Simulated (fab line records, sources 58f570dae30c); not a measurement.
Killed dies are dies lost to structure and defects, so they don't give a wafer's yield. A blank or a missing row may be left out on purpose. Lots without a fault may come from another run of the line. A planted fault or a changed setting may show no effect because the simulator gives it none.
Tool commonality check | flow berkeley_cmos170 | 14 lots, 48 wafers sampled

WHY IT WAS OPENED
At UCB170_SDANNEAL_RS_MEAS_05 the reading NLDD_RS is flagged on 2 of 14 lots. Wafers without a fault read 616.3 ohm/sq, standard deviation 1.4.
Rule: a lot is flagged when every wafer of it that has a number lies more than 4 standard deviations from that mean, or none has a number. The other lots count as sound.

lot  | measured     | on            | NLDD_RS (ohm/sq), wafer by wafer    | flag
L176 | day 7 21:14  | film_metro-02 | 616.9 619.3 617.0                   |
L175 | day 7 21:25  | film_metro-03 | 617.8 619.7 619.8                   |
L174 | day 7 21:44  | film_metro-02 | 614.6 612.4 614.6                   |
L178 | day 8 20:04  | film_metro-02 | 615.0 616.2 616.5                   |
L182 | day 9 13:47  | film_metro-03 | 617.6 617.3 618.1                   |
L181 | day 9 14:04  | film_metro-01 | 617.0 617.4 616.6                   |
L185 | day 10 18:08 | film_metro-02 | 613.6 614.2 615.1                   |
L188 | day 10 18:31 | film_metro-01 | 616.4 616.1 615.6                   |
L186 | day 10 18:31 | film_metro-03 | 617.1 617.2 617.2                   |
L189 | day 11 05:17 | film_metro-01 | 614.2 614.3 615.3                   |
L191 | day 11 17:24 | film_metro-02 | 628.1 629.1 627.6 628.0 628.1 627.3 | FLAGGED
L192 | day 12 06:53 | film_metro-02 | 626.5 627.9 626.9 626.1 626.4 625.9 | FLAGGED
L194 | day 12 07:04 | film_metro-03 | 618.3 617.1 618.5                   |
L197 | day 13 03:52 | film_metro-03 | 617.6 616.7 616.7                   |
The numbers of the flagged lots are 627.3 ohm/sq on average: +11.0 ohm/sq against the usual, or +8 standard deviations.

WHICH TOOL RAN EACH LOT
The record holds 1 process step before the reading, out of a route of 331 steps. In each cell: the tool, then ch and the chambers that the sampled wafers went through, then the start.
lot  | flag    | UCB170_NLDD_IMPLANT_09
L176 |         | implanter-02 ch 0, day 7 08:40
L175 |         | implanter-03 ch 0, day 7 09:25
L174 |         | implanter-04 ch 0, day 7 09:07
L178 |         | implanter-03 ch 0, day 8 08:34
L182 |         | implanter-02 ch 0, day 8 21:45
L181 |         | implanter-04 ch 0, day 8 21:58
L185 |         | implanter-04 ch 0, day 10 07:18
L188 |         | implanter-03 ch 0, day 10 07:01
L186 |         | implanter-02 ch 0, day 10 07:02
L189 |         | implanter-04 ch 0, day 10 16:34
L191 | FLAGGED | implanter-04 ch 0, day 11 03:25
L192 | FLAGGED | implanter-04 ch 0, day 11 16:38
L194 |         | implanter-03 ch 0, day 11 16:51
L197 |         | implanter-03 ch 0, day 12 16:38
What these steps do:
- UCB170_NLDD_IMPLANT_09
- UCB170_SDANNEAL_RS_MEAS_05: measures by four-point-probe.

FLAGGED OVER TOTAL, TOOL BY TOOL (the gauges that took the reading come last)
step                       | tool          | lots run | flagged | share of the flagged lots | sound lots run after its first flagged lot
UCB170_NLDD_IMPLANT_09     | implanter-02  | 3        | 0       | none                      | -
UCB170_NLDD_IMPLANT_09     | implanter-03  | 5        | 0       | none                      | -
UCB170_NLDD_IMPLANT_09     | implanter-04  | 6        | 2       | all                       | 0
UCB170_SDANNEAL_RS_MEAS_05 | film_metro-01 | 3        | 0       | none                      | -
UCB170_SDANNEAL_RS_MEAS_05 | film_metro-02 | 6        | 2       | all                       | 0
UCB170_SDANNEAL_RS_MEAS_05 | film_metro-03 | 5        | 0       | none                      | -

WHAT THE TABLE ALLOWS
2 rows of the table ran every flagged lot: implanter-04 at UCB170_NLDD_IMPLANT_09, film_metro-02 at UCB170_SDANNEAL_RS_MEAS_05.
- implanter-04 at UCB170_NLDD_IMPLANT_09: 2 of its 6 lots flagged. Its last sound lot is L189 (day 10 16:34), its first flagged lot L191 (day 11 03:25): a fault that began between those two fits.
- film_metro-02 at UCB170_SDANNEAL_RS_MEAS_05: 2 of its 6 lots flagged. Its last sound lot is L185 (day 10 18:08), its first flagged lot L191 (day 11 17:24): a fault that began between those two fits.
Counting lots can't tell these 2 tools apart, because each fits a fault that began at some hour. More lots, or a look at what each step does to the wafer, might.

WHAT THE SIMULATOR HAD PUT IN
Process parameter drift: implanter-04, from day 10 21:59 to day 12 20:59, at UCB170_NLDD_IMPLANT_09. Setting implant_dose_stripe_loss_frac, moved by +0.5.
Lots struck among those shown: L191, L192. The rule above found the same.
